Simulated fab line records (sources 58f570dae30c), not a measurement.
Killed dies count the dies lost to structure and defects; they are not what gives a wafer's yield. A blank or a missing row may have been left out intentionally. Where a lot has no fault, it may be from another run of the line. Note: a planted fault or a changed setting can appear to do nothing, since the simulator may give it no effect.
Check of tool commonality -- flow berkeleyCmos170 -- Sampled: 15 lots, 45 wafers

WHY THIS WAS OPENED
At UCB170_PLDD_TW_MEAS_11 the reading PLDD_TW is flagged on 3 of 15 lots. Wafers without a fault read 1014, standard deviation 10.
Rule: a lot gets a flag if all its wafers with a number sit over 4 standard deviations from that mean, or if no wafer of it has a number. The rest of the lots are taken to be sound.

lot,measured,on,"PLDD_TW, wafer by wafer",flag
L584,day 7 14:07,filmMetro-02,1030 1031 1033,
L583,day 7 23:42,filmMetro-03,1019 1013 1020,
L585,day 8 13:06,filmMetro-01,1002 1004 1005,
L587,day 8 16:42,filmMetro-03,1029 1015 1021,
L586,day 8 16:59,filmMetro-02,1028 1028 1027,
L588,day 9 10:59,filmMetro-01,947 947 948,FLAGGED
L596,day 10 05:14,filmMetro-03,1016 1020 1014,
L592,day 10 05:59,filmMetro-01,941 944 946,FLAGGED
L594,day 10 06:48,filmMetro-03,963 965 961,FLAGGED
L597,day 10 07:14,filmMetro-03,1016 1017 1019,
L603,day 10 20:19,filmMetro-03,1022 1014 1022,
L601,day 10 21:34,filmMetro-01,1002 999 1003,
L606,day 11 23:26,filmMetro-01,1000 994 996,
L605,day 12 00:10,filmMetro-02,1020 1020 1020,
L604,day 12 00:16,filmMetro-01,1001 997 998,
Average over the flagged lots: 951; offset from the usual -63, equal to -6 standard deviations.

EACH LOT AND THE TOOL IT RAN ON
Before the reading, the record contains 2 process steps out of a 331-step route. Every cell lists first the tool, next ch and the chambers used by the sampled wafers, and last the start.
lot,flag,UCB170_ACTIVE_STRIP_16,UCB170_PLDD_IMPLANT_08
L584,,"plasmaAsher-01 ch 0,1, day 5 11:55","implanter-04 ch 0, day 7 13:44"
L583,,"plasmaAsher-03 ch 0,1, day 5 12:07","implanter-01 ch 0, day 7 23:20"
L585,,"plasmaAsher-01 ch 0,1, day 5 20:30","implanter-01 ch 0, day 8 12:43"
L587,,"plasmaAsher-03 ch 0,1, day 6 06:44","implanter-01 ch 0, day 8 16:20"
L586,,"plasmaAsher-01 ch 0,1, day 6 06:56","implanter-03 ch 0, day 8 16:35"
L588,FLAGGED,"plasmaAsher-01 ch 0,1, day 6 15:35","implanter-01 ch 0, day 9 10:35"
L596,,"plasmaAsher-01 ch 0,1, day 7 18:52","implanter-04 ch 0, day 10 04:50"
L592,FLAGGED,"plasmaAsher-01 ch 0,1, day 7 17:50","implanter-01 ch 0, day 10 05:37"
L594,FLAGGED,"plasmaAsher-03 ch 0,1, day 7 18:38","implanter-01 ch 0, day 10 06:24"
L597,,"plasmaAsher-04 ch 0, day 7 18:22","implanter-04 ch 0, day 10 06:50"
L603,,"plasmaAsher-03 ch 0,1, day 8 17:47","implanter-03 ch 0, day 10 19:57"
L601,,"plasmaAsher-01 ch 0,1, day 8 07:53","implanter-03 ch 0, day 10 21:02"
L606,,"plasmaAsher-01 ch 0,1, day 9 14:51","implanter-03 ch 0, day 11 23:03"
L605,,"plasmaAsher-01 ch 0,1, day 9 10:19","implanter-04 ch 0, day 11 23:47"
L604,,"plasmaAsher-03 ch 0,1, day 9 10:16","implanter-03 ch 0, day 11 23:52"
What is done by these steps:
- UCB170_ACTIVE_STRIP_16: strips in O2.
- UCB170_PLDD_IMPLANT_08
- UCB170_PLDD_TW_MEAS_11

FLAGGED AGAINST TOTAL, ONE TOOL AT A TIME (gauges that did the reading follow at the end)
step,tool,lots run,flagged,share of the flagged lots,sound lots run after its first flagged lot
UCB170_ACTIVE_STRIP_16,plasmaAsher-01,9,2,some,"4 (L596,L601,L605,L606)"
UCB170_ACTIVE_STRIP_16,plasmaAsher-03,5,1,some,"2 (L603,L604)"
UCB170_ACTIVE_STRIP_16,plasmaAsher-04,1,0,none,-
UCB170_PLDD_IMPLANT_08,implanter-01,6,3,all,0
UCB170_PLDD_IMPLANT_08,implanter-03,5,0,none,-
UCB170_PLDD_IMPLANT_08,implanter-04,4,0,none,-
UCB170_PLDD_TW_MEAS_11,filmMetro-01,6,2,some,"3 (L601,L606,L604)"
UCB170_PLDD_TW_MEAS_11,filmMetro-02,3,0,none,-
UCB170_PLDD_TW_MEAS_11,filmMetro-03,6,1,some,"2 (L597,L603)"

WHAT IS ALLOWED BY THE TABLE
In the table, 1 row covers all flagged lots: implanter-01 at UCB170_PLDD_IMPLANT_08.
- implanter-01 at UCB170_PLDD_IMPLANT_08 ran 6 lots, 3 of them flagged. It ran its last sound lot, L587, at day 8 16:20 and its first flagged lot, L588, at day 9 10:35: a fault with its onset between the two fits. Its own readings (beamEnergyKeV, beamOnS, faradayCurrentUA) fall more than 4 standard deviations out on all wafers of the flagged lots.
implanter-01 at UCB170_PLDD_IMPLANT_08 is the single tool remaining.

WHAT WAS PUT IN BY THE SIMULATOR
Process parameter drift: implanter-01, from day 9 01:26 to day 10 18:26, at UCB170_PLDD_IMPLANT_08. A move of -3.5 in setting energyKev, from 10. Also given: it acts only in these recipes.
Shown lots that were struck: L588, L592, L594. This agrees with what the rule above found.
